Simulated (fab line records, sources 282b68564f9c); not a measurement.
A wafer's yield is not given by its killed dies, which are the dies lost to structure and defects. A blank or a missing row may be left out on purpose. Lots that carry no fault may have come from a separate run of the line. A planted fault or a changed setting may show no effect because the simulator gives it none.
Comparing a struck lot with a sound one    flow ritCmos    16 out of 202 route steps
Sound: these wafers, L754.1, L754.2, L754.4. Wafers struck: L766.2, L766.3, L766.5. The cause is named last.
At each step with rows: each side's tool, then ch and its chambers, then its first start. Under that, the readings that differ: sound wafers    struck wafers    difference of the means    sigmas: that difference in standard deviations of wafers without a fault.
alike: a reading whose means differ by less than 2 such deviations, as well as words and numbers matching on both sides. not compared: withheld readings; readings where some wafer has no value; bounds like >300 that might hide an equal value; numbers whose values overlap and for which the record gives no deviation.
Wherever a step has rows on one side only, a row that says differs or no value, or a row with sigmas, the two part there. Non-overlapping numbers with no deviation appear without sigmas and do not part them. A reading missing from all wafers of one side parts the sides only when that side holds two or more wafers.

first, 4 steps without rows for these wafers: RIT_PLDD_SOFTBAKE_02 (time 60 s); RIT_PLDD_EXPOSE_03 (exposes mask M8, target cd 40900 nm); RIT_PLDD_PEB_04; RIT_PLDD_DEVELOP_05 (develop time 50 s).
RIT_PLDD_OVL_MEAS_06:
  sound: overlay-01 at day 4 07:41; struck: overlay-02 at day 7 13:57
reading        sound           struck       difference  sigmas
PLDD_OVL (nm)  -2.3 -1.4 -2.7  0.4 0.4 2.2  +3.1        +2
then, 2 steps without rows for these wafers: RIT_PLDD_HARDBAKE_07 (time 60 s); RIT_PLDD_IMPLANT_08.
RIT_PLDD_STRIP_09: strips in O2, time 180 s.
  sound on plasmaAsher-04 ch 0,1, day 4 08:01; struck on plasmaAsher-03 ch 1, day 7 14:17
reading                   sound        struck       difference  sigmas
drypumpMotorCurrentA (A)  5.8 5.4 5.8  6.8 6.8 6.8  +1.1        +2
  not compared: rfHoursCounterH
RIT_PLDD_TW_MEAS_10:
  sound: filmMetro-01 at day 4 08:12; struck: filmMetro-01 at day 7 14:28
  alike: PLDD_TW
then, 3 steps without rows for these wafers: RIT_SPACER_CLEAN_00 (cleans in SC1, time 600 s); RIT_SPACER_CLEAN_01 (cleans in dHF, time 30 s); RIT_SPACER_CLEAN_02 (cleans in SC2, time 600 s).
RIT_SPACER_CVD_03: deposits Si3N4 from SiH2Cl2/NH3, target thk 250 nm, time 3300 s.
  sound on lpcvd-01 ch 1, day 4 09:02; struck on lpcvd-01 ch 0, day 7 17:02
  alike: spikeTcLoadC
RIT_SPACER_THK_MEAS_04:
  sound: filmMetro-04 at day 4 10:58; struck: filmMetro-01 at day 7 18:58
reading                  sound              struck             difference  sigmas
SPACER_NITRIDE_THK (nm)  252.2 253.6 253.7  498.1 500.1 497.1  +245.3      +88
RIT_SPACER_ETCHBACK_05: etches Si3N4 in SF6/CHF3, stops on SiO2, target depth 250 nm, time 240 s.
  sound on rieDiel-04 ch 0,2,3, day 4 11:01; struck on rieDiel-03 ch 0,1,2, day 7 19:01
reading                                  sound              struck             difference  sigmas
oesProductAu (a.u.)                      0.846 0.876 0.846  0.984 0.952 1.009  +0.126      +7
model.Si3N4_of_SPACER_CVD_03.thkNm (nm)  196.5 198.5 199.3  394.8 396 389      +195.2      
model.etch.depthNm (nm)                  252.3 253.6 253.6  299.9 300.7 314.9  +52.0       
  alike: drypumpMotorCurrentA, throttleValvePct
  not compared: rfHoursCounterH
RIT_M1_PROBE_99:
  sound: prober-01 at day 4 22:28; struck: prober-02 at day 8 12:26
reading           sound  struck       difference  sigmas
killedAtContacts  2 0 0  0 0 0        -1          -2
killedAtFrontEnd  3 9 3  264 264 264  +259        +84
killedDies        5 9 3  264 264 264  +258        +83
killedOnRim       1 1 0  70 70 70     +69         +46
  alike: killedOpen, killedShort

## WHERE THEY PART
First at RIT_PLDD_OVL_MEAS_06; last, within this record, at RIT_M1_PROBE_99.

WHY: the cause the simulator had injected
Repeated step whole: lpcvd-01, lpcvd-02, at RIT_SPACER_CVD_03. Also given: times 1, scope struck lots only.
